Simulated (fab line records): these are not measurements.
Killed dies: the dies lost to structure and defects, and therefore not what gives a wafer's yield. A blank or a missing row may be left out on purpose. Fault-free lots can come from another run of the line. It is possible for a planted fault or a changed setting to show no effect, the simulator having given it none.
Which tool is to blame? ; flow rit cmos ; 14 lots, 42 wafers sampled, at 4 steps of a route of 202

== WHAT THE GAUGES SHOWED, per wafer ==
RIT_M1_BOW_MEAS_16. Usual: for M1_BOW the level is 17 um and the standard deviation is 6.9.
lot;measured;on;M1_BOW (um);flag
L342;day 3 17:02;film metro-04;23 28 7;
L344;day 4 00:54;film metro-02;26 24 13;
L345;day 4 03:30;film metro-02;-3 9 19;
L346;day 4 16:25;film metro-02;23 31 13;
L354;day 6 05:14;film metro-04;19 13 13;
L355;day 6 06:41;film metro-02;6 23 16;
L357;day 7 08:46;film metro-04;23 24 11;
L358;day 7 10:47;film metro-04;8 22 20;
L359;day 7 15:19;film metro-01;16 16 25;
L360;day 7 21:01;film metro-02;13 22 18;
L361;day 8 03:51;film metro-04;15 16 14;
L362;day 8 06:03;film metro-01;15 29 10;
L363;day 8 12:37;film metro-04;3 26 8;
L365;day 8 16:34;film metro-01;15 22 14;

== WHAT TOOL EACH LOT RAN ON (gives the tool, then ch and the chambers of the sampled wafers, and finally the start) ==
lot;RIT_ACTIVE_ETCH_13;RIT_NLDD_STRIP_09;RIT_PLDD_EXPOSE_03
L342;rie diel-04 ch 0,1,3, day 1 15:53;plasma asher-01 ch 0,1, day 3 01:31;iline stepper-02 ch 0, day 3 02:19
L344;rie diel-04 ch 0,2, day 2 04:14;plasma asher-01 ch 1, day 3 09:55;iline stepper-02, day 3 10:45
L345;rie diel-04 ch 0,1,3, day 2 07:31;plasma asher-04 ch 0,1, day 3 12:30;iline stepper-01, day 3 13:19
L346;rie diel-01 ch 0,1,3, day 2 13:11;plasma asher-01 ch 0,1, day 3 23:55;iline stepper-02 ch 0, day 4 00:44
L354;rie diel-02 ch 0,2,3, day 4 04:44;plasma asher-04 ch 0,1, day 5 14:23;iline stepper-02 ch 0, day 5 15:03
L355;rie diel-04 ch 1,2,3, day 4 08:13;plasma asher-01 ch 0,1, day 5 14:33;iline stepper-01 ch 0, day 5 15:22
L357;rie diel-04 ch 0,1,3, day 4 18:53;plasma asher-01 ch 0,1, day 6 17:43;iline stepper-02 ch 0, day 6 18:24
L358;rie diel-02 ch 2,3, day 5 01:27;plasma asher-04 ch 0,1, day 6 17:54;iline stepper-01 ch 0, day 6 18:44
L359;rie diel-01 ch 1,2,3, day 5 06:20;plasma asher-02 ch 0,1, day 6 23:02;iline stepper-01 ch 0, day 6 23:43
L360;rie diel-04 ch 0,1,2, day 5 09:41;plasma asher-04 ch 0,1, day 7 04:56;iline stepper-02 ch 0, day 7 05:58
L361;rie diel-01 ch 0,2,3, day 5 14:52;plasma asher-01 ch 0,1, day 7 12:52;iline stepper-02 ch 0, day 7 13:33
L362;rie diel-04 ch 0,2,3, day 5 21:10;plasma asher-02 ch 0,1, day 7 13:06;iline stepper-01 ch 0, day 7 13:55
L363;rie diel-02 ch 0,3, day 6 09:03;plasma asher-02 ch 0,1, day 7 20:59;iline stepper-02 ch 0, day 7 21:40
L365;rie diel-01 ch 0,3, day 6 15:13;plasma asher-02 ch 0,1, day 8 00:20;iline stepper-02 ch 0, day 8 01:01
- RIT_ACTIVE_ETCH_13: etches Si3N4 in SF6, stops on SiO2, time 210 s, target depth 210 nm.
- RIT_NLDD_STRIP_09: strips in O2, time 180 s.
- RIT_PLDD_EXPOSE_03: exposes mask M8, target cd 40900 nm.

== WHAT THE TOOLS THEMSELVES READ (means of the sampled wafers that have a number; where no wafer has one, the mark that the record gives instead) ==
RIT_ACTIVE_ETCH_13. Usual: drypump motor current A 5.7 A, standard deviation 0.38; oes product au 0.829 a.u., standard deviation 0.011; throttle valve pct 7.48 %, standard deviation 0.12.
lot;tool;drypump motor current A (A);oes product au (a.u.);throttle valve pct (%);flag
L342;rie diel-04;5.6;0.829;7.56;
L344;rie diel-04;5.3;0.828;7.62;
L345;rie diel-04;5.7;0.830;7.56;
L346;rie diel-01;5.6;0.834;7.41;
L354;rie diel-02;5.8;0.821;7.45;
L355;rie diel-04;5.5;0.829;7.56;
L357;rie diel-04;5.7;0.830;7.57;
L358;rie diel-02;5.9;0.822;7.37;
L359;rie diel-01;6.0;0.826;7.38;
L360;rie diel-04;5.5;0.834;7.55;
L361;rie diel-01;6.0;0.832;7.40;
L362;rie diel-04;5.6;0.832;7.62;
L363;rie diel-02;5.8;0.826;7.52;
L365;rie diel-01;5.5;0.835;7.44;

RIT_NLDD_STRIP_09. Usual: drypump motor current A reads 5.7 A (standard deviation 0.48).
lot;tool;drypump motor current A (A);flag
L342;plasma asher-01;5.3;
L344;plasma asher-01;5.8;
L345;plasma asher-04;5.8;
L346;plasma asher-01;5.5;
L354;plasma asher-04;5.7;
L355;plasma asher-01;5.3;
L357;plasma asher-01;5.3;
L358;plasma asher-04;5.7;
L359;plasma asher-02;5.6;
L360;plasma asher-04;5.7;
L361;plasma asher-01;5.5;
L362;plasma asher-02;5.6;
L363;plasma asher-02;6.1;
L365;plasma asher-02;5.6;

RIT_PLDD_EXPOSE_03. Usual: exposure dose mJ cm2 249.99, standard deviation 0.25; focus offset nm -0.1 nm, standard deviation 0.47.
lot;tool;exposure dose mJ cm2;focus offset nm (nm);flag
L342;iline stepper-02;249.64;-0.0;
L344;iline stepper-02;-;-;OFF
L345;iline stepper-01;-;-;OFF
L346;iline stepper-02;249.67;-0.3;
L354;iline stepper-02;250.08;0.8;
L355;iline stepper-01;250.08;-0.7;
L357;iline stepper-02;249.97;0.1;
L358;iline stepper-01;249.61;-0.3;
L359;iline stepper-01;250.06;-0.3;
L360;iline stepper-02;250.14;0.0;
L361;iline stepper-02;249.72;-0.1;
L362;iline stepper-01;249.85;0.1;
L363;iline stepper-02;249.98;-0.7;
L365;iline stepper-02;250.01;0.3;

== THE ANSWER, worked out from the rows above alone ==
Rule: lot off if the mean of its wafers having a number is beyond 3 standard deviations from the usual mean. Also off: a lot with no number at a reading for which 4 or more lots have one. Where the step has rows for the other lots, those lots are counted as sound. The gauges are gone through in route order, then the tools' own readings, and for those a lot's mean is taken as printed above. At the first step where some lot is off, the reading lying furthest off is the one used; lots without a number count as furthest.
Off: L344, L345 (RIT_PLDD_EXPOSE_03, exposure dose mJ cm2). Without a number there: L344, L345.
A tool fits if, at that step or a process step before it, it ran every lot that is off, and no sound lot after the first of them. Of those tried, none fits.

== WHAT THE SIMULATOR HAD INSERTED ==
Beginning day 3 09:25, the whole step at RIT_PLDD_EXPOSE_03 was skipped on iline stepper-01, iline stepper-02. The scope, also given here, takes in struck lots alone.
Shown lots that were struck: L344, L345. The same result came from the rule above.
